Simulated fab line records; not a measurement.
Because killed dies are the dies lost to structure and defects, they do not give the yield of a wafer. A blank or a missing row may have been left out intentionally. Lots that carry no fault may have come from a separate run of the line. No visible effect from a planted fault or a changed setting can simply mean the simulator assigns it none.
Lot-split experiment -- flow berkeley cmos170 -- route with 331 steps; 5 lots, 23 wafers read

THE SPLIT ITSELF
At UCB170_M3_COAT_05 (resist thk 900 nm), the setting resist thk nm was moved away from the recipe's 900 nm on 11 of the 23 wafers read, by -5.7% to +5.3%. All remaining wafers had this setting at the recipe value.

The reading comes from the split's own step.

THE READING
KrF_of_M3_COAT_05.thk nm (the simulator's own value, which no gauge read), in nm, at UCB170_M3_COAT_05 (resist thk 900 nm). No usual value for it is given in the file. Across the 12 wafers here that went through the recipe, the average is 899.5 nm and the standard deviation 2.1 nm.

wafer,"tool, chamber at the split","resist thk nm as run, nm",against the recipe,"KrF_of_M3_COAT_05.thk nm, nm",against lot-mates on the recipe
L075.1,"litho track-04, 0",900,recipe,902.9,-
L075.2,"litho track-04, 0",850.4,-5.5%,851.5,-50.5
L075.3,"litho track-04, 0",850.4,-5.5%,848.8,-53.2
L075.4,"litho track-04, 0",900,recipe,901.1,-
L075.6,"litho track-04, 0",850.4,-5.5%,852.3,-49.7
L080.1,"litho track-03, 0",900,recipe,899.8,-
L080.2,"litho track-03, 0",900,recipe,902,-
L080.3,"litho track-03, 0",848.6,-5.7%,851.5,-49.2
L080.5,"litho track-03, 0",848.6,-5.7%,848.7,-52.0
L080.6,"litho track-03, 0",900,recipe,900.2,-
L081.1,"litho track-02, 0",947.5,+5.3%,948.3,+50.8
L081.2,"litho track-02, 0",947.5,+5.3%,947.9,+50.4
L081.3,"litho track-02, 0",947.5,+5.3%,946.9,+49.4
L081.4,"litho track-02, 0",900,recipe,897.4,-
L081.6,"litho track-02, 0",900,recipe,897.6,-
L078.3,"litho track-04, 0",900,recipe,896.5,-
L078.4,"litho track-04, 0",900,recipe,897.4,-
L078.6,"litho track-04, 0",900,recipe,896.8,-
L083.1,"litho track-03, 0",900,recipe,900.3,-
L083.2,"litho track-03, 0",873.9,-2.9%,875.7,-25.3
L083.4,"litho track-03, 0",873.9,-2.9%,874.9,-26.1
L083.5,"litho track-03, 0",900,recipe,901.7,-
L083.6,"litho track-03, 0",873.9,-2.9%,874.6,-26.4

THE FIT
A straight line over all 23 wafers: KrF_of_M3_COAT_05.thk nm changes by +8.88 nm for each +1% of resist thk nm; r = +1.00; the points scatter about the line by 1.9 nm.
The same after taking each lot's own level away (the mean of its wafers on the recipe; 23 wafers): +9.25 nm for each +1%; r = +1.00; scatter 1.2 nm.
The reading moves by 53 nm for the largest change in resist thk nm, on that fit.
The span of the lots' own levels, 896.90 to 902.00 nm, comes to 2.4 times the standard deviation stated above.
Consequently the slope shifts little with the lot-to-lot level, the two slopes agreeing.
Check: for one of the wafers moved furthest among these (-5.7%), held out of the fit, the line's prediction against its lot-mates is -52.9 nm. Against them it came out at -49.2 nm.

FURTHER SPLITS ON THESE WAFERS
Before the reading, these wafers also passed through other splits. Each is held against what the fit with the lots' levels taken away leaves over:
other split on the same wafers,wafers away from the commonest value,r with KrF_of_M3_COAT_05.thk nm (lot level and that fit taken away)
UCB170_M1_METAL_ETCH_12 time s,5,+0.05
UCB170_V1_PEB_10 peb temp c,6,-0.24
UCB170_M2_SPUTTER_01 time s,9,-0.02
UCB170_M2_METAL_ETCH_18 over etch frac,5,-0.37
UCB170_V2_COAT_07 spin rpm,5,-0.02
UCB170_V2_EXPOSE_09 dose mj,8,-0.22

THE WHOLE CHAIN: every reading that the file lists as answering this split, in the file's order
step,what it does,reading,change (the file's fit),r (the file's)
UCB170_M3_COAT_05,resist thk 900 nm,"KrF_of_M3_COAT_05.thk nm (the simulator's own value, which no gauge read)",+9.18 nm for each +1% of the setting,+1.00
UCB170_M3_STRIP_07,strips in O2,strip time to endpoint s,withheld for each +1% of the setting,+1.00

THE FILE'S OWN FIT
KrF_of_M3_COAT_05.thk nm changes by +9.18 nm for each +1% of resist thk nm, r = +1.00.
